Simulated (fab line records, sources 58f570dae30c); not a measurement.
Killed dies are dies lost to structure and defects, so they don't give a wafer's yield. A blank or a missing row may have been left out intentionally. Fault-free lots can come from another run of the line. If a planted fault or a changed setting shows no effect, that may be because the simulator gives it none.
Chamber matching	flow berkeleyCmos170	rieDiel-01 running UCB170_ACTIVE_ETCH_15: 4 sister chambers
The step etches Si3N4 in CH3F/Ar/O2, stops on SiO2, target depth 242 nm, time 151 s. 14 wafers are shown with their chamber, then 7 later ones without.

## WAFERS WITH THEIR CHAMBER
wafer	chamber	throttleValvePct (%)	oesProductAu (a.u.)
L260.1	0	8.04	0.969
L260.2	3	7.80	0.930
L260.6	1	7.92	0.949
L262.1	0	8.04	0.977
L262.3	3	7.79	0.938
L262.6	3	7.79	0.946
L269.1	0	8.05	0.962
L269.4	1	7.91	0.932
L269.5	2	8.07	0.937
L270.1	0	8.04	0.967
L270.5	0	8.04	0.963
L270.6	3	7.79	0.922
L274.2	3	7.80	0.927
L274.3	1	7.91	0.945

SIGNATURES (means of the wafers above)
reading	chamber 0	chamber 1	chamber 2	chamber 3	scatter within a chamber
throttleValvePct	8.0420	7.9133	8.0700	7.7940	0.00516
oesProductAu	0.96760	0.94200	0.93700	0.93260	0.00813
Rule: for each reading, subtract the chamber's mean from the wafer's reading, divide by that reading's scatter and square the result; add these up over the readings and take the root, which gives the wafer's distance from the chamber. If the next closest chamber is less than 2 further off than the closest, the wafer can't be placed; otherwise it belongs to the closest. The scatter: the root of (the sum of the squares of (reading less its chamber's mean) over the shown wafers, divided by (wafers less chambers)).

## WAFERS WHOSE CHAMBER IS MISSING
wafer	throttleValvePct (%)	oesProductAu (a.u.)
L274.6	7.77	0.939
L276.1	8.04	0.976
L276.2	7.92	0.939
L276.5	8.08	0.952
L280.1	8.03	0.966
L280.2	7.78	0.928
L280.3	7.91	0.939

## EACH ONE'S CHAMBER
wafer	from the rows above	in truth
L274.6	3	3
L276.1	0	0
L276.2	1	1
L276.5	2	2
L280.1	0	0
L280.2	3	3
L280.3	1	1
Correctly placed: 7 of 7. Not placeable from these rows: 0. Number placed wrongly: 0.
